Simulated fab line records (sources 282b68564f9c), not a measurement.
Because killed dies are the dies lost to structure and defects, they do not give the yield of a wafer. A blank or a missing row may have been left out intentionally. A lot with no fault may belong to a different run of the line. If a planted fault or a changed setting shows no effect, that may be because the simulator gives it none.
fab line records    flow rit_cmos
record: lots: 14  wafers: 42  last_day: 7
route steps=202 shown PLDD@117
lots untouched by any fault: they come from a run of this same line in which no faults occurred
start_h: start of the lot's first displayed wafer, in hours after the record's first day    wait_h: hours elapsed since this lot's preceding step    " repeats the value in the row above    L1.1+2: a single row standing in for several wafers    - value missing, or start not given    * or withheld: withheld    < > ~ a bound
route shown NAME@n: NAME is a module with steps in the file, n the number in the route of the first one    usual: the fault-free wafers' mean and standard deviation    same: alike in all rows    chamber/n: place in a boat    sites: readings site by site    _std_site: their standard deviation    _edge_site: outer sites' mean less inner sites'    radius_mm: for every site, how far away it sits from the centre of the wafer    mask NAME#n: copy n    behind: the tool/chamber that last shaped the wafer    hold: cause of the lot's hold/its duration in hours/its outcome    device: the n, p or np transistor that did not switch    end of line: tests run on the same wafers once the route is complete    a step with no rows: only its recipe    killed: dies lost to structure and defects at the first sort, not the wafer's yield    map: dies across one wafer; x = killed, . = not, _ = none there
set.NAME: setting as actually run; set.NAME@STEP: the setting as run at that earlier step    model.NAME: the simulator's own value behind a step, which no gauge read
the route's steps for a sample of lots (tables are steps, rows are wafers)
services: the hour from which a tool's chamber was out of use, counted from the record's first day as start_h (under 0 if before that day), plus the number of hours and why
== steps ==
step: RIT_PLDD_EXPOSE_03
recipe: mask_id: M8  na: 0.57  target_cd_nm: 40900  dose_mj: 250
lot.wafer   tool              chamber  start_h  wait_h  mask
L158.2+4+5  iline_stepper-01  0        41.94    0.1     M8#0
L161.1+3+6  iline_stepper-01  0        58.28    0.2     M8#0
L162.2+5+6  iline_stepper-02  0        64.10    0.2     M8#0
L164.1+4+6  iline_stepper-01  0        71.66    0.1     M8#0
L166.2+3+4  iline_stepper-02  0        83.41    0.2     M8#0
L169.1+2+5  iline_stepper-01  0        96.90    0.1     M8#0
L171.2+4+6  iline_stepper-01  0        107.71   0.1     M8#0
L174.2+4+6  iline_stepper-02  0        122.81   0.2     M8#0
L175.1+2+6  iline_stepper-02  0        128.05   0.2     M8#0
L176.1+3+4  iline_stepper-01  0        134.71   0.2     M8#0
L178.3+4+6  iline_stepper-01  0        148.54   0.2     M8#0
L179.2+5+6  iline_stepper-01  0        151.14   0.1     M8#0
L180.1+2+6  iline_stepper-01  0        153.72   0.1     M8#0
L181.2+3+4  iline_stepper-01  0        160.22   0.1     M8#0
step: RIT_PLDD_OVL_MEAS_06
usual: PLDD_OVL: 0.4/1.4
lot.wafer  tool        chamber  start_h  wait_h  PLDD_OVL[nm]
L158.2     overlay-02  -        42.32    -       -0.4
L158.4     "           -        "        "       0.7
L158.5     "           -        "        "       0.8
L161.1     overlay-02  -        58.68    -       2.9
L161.3     "           -        "        "       2.2
L161.6     "           -        "        "       0.1
L162.2     overlay-02  -        64.49    -       -2.5
L162.5     "           -        "        "       -1.4
L162.6     "           -        "        "       -1.0
L164.1     overlay-02  -        72.06    -       -0.9
L164.4     "           -        "        "       -0.1
L164.6     "           -        "        "       0.1
L166.2     overlay-02  -        83.79    -       -0.1
L166.3     "           -        "        "       0.7
L166.4     "           -        "        "       -0.4
L169.1     overlay-02  -        97.30    -       -2.7
L169.2     "           -        "        "       -0.9
L169.5     "           -        "        "       -1.3
L171.2     overlay-02  -        108.09   -       2.0
L171.4     "           -        "        "       0.1
L171.6     "           -        "        "       0.3
L174.2     overlay-01  -        123.20   -       -147.3
L174.4     "           -        "        "       -148.1
L174.6     "           -        "        "       -146.8
L175.1     overlay-01  -        128.45   -       -147.3
L175.2     "           -        "        "       -148.6
L175.6     "           -        "        "       -147.5
L176.1     overlay-02  -        135.11   -       -0.8
L176.3     "           -        "        "       -1.7
L176.4     "           -        "        "       -0.5
L178.3     overlay-02  -        148.91   -       0.8
L178.4     "           -        "        "       0.1
L178.6     "           -        "        "       -0.3
L179.2     overlay-02  -        151.53   -       1.6
L179.5     "           -        "        "       0.6
L179.6     "           -        "        "       0.0
L180.1     overlay-01  -        154.12   -       -2.7
L180.2     "           -        "        "       -3.0
L180.6     "           -        "        "       -1.4
L181.2     overlay-02  -        160.60   -       1.0
L181.3     "           -        "        "       1.4
L181.4     "           -        "        "       0.3
== services ==
tool              chamber  start_h  hours  kind
iline_stepper-02  -        96.81    14.0   repair
iline_stepper-01  -        110.81   1.7    pm
== key ==
first_sign: step: RIT_PLDD_OVL_MEAS_06  reading: PLDD_OVL  direction: down  sigmas: 99+  usual: 0.4  struck: -147.6
effect none on later readings
met_at RIT_PLDD_EXPOSE_03
struck_lots L174,L175
tester_left_out L174,L175
onset_between 83.41 122.81
fault: kind: scanner_matching_overlay  tool: iline_stepper-02  chamber: -  onset_h: 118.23  steps: RIT_PLDD_EXPOSE_03  offset: -150
tester_left_out: of these lots the tester's yield and bins aren't shown, on N5 and GAA mostly nor the transistor test; their killed dies are dies lost to structure and defects alone, not to doping, threshold or leakage, so they don't give the yield
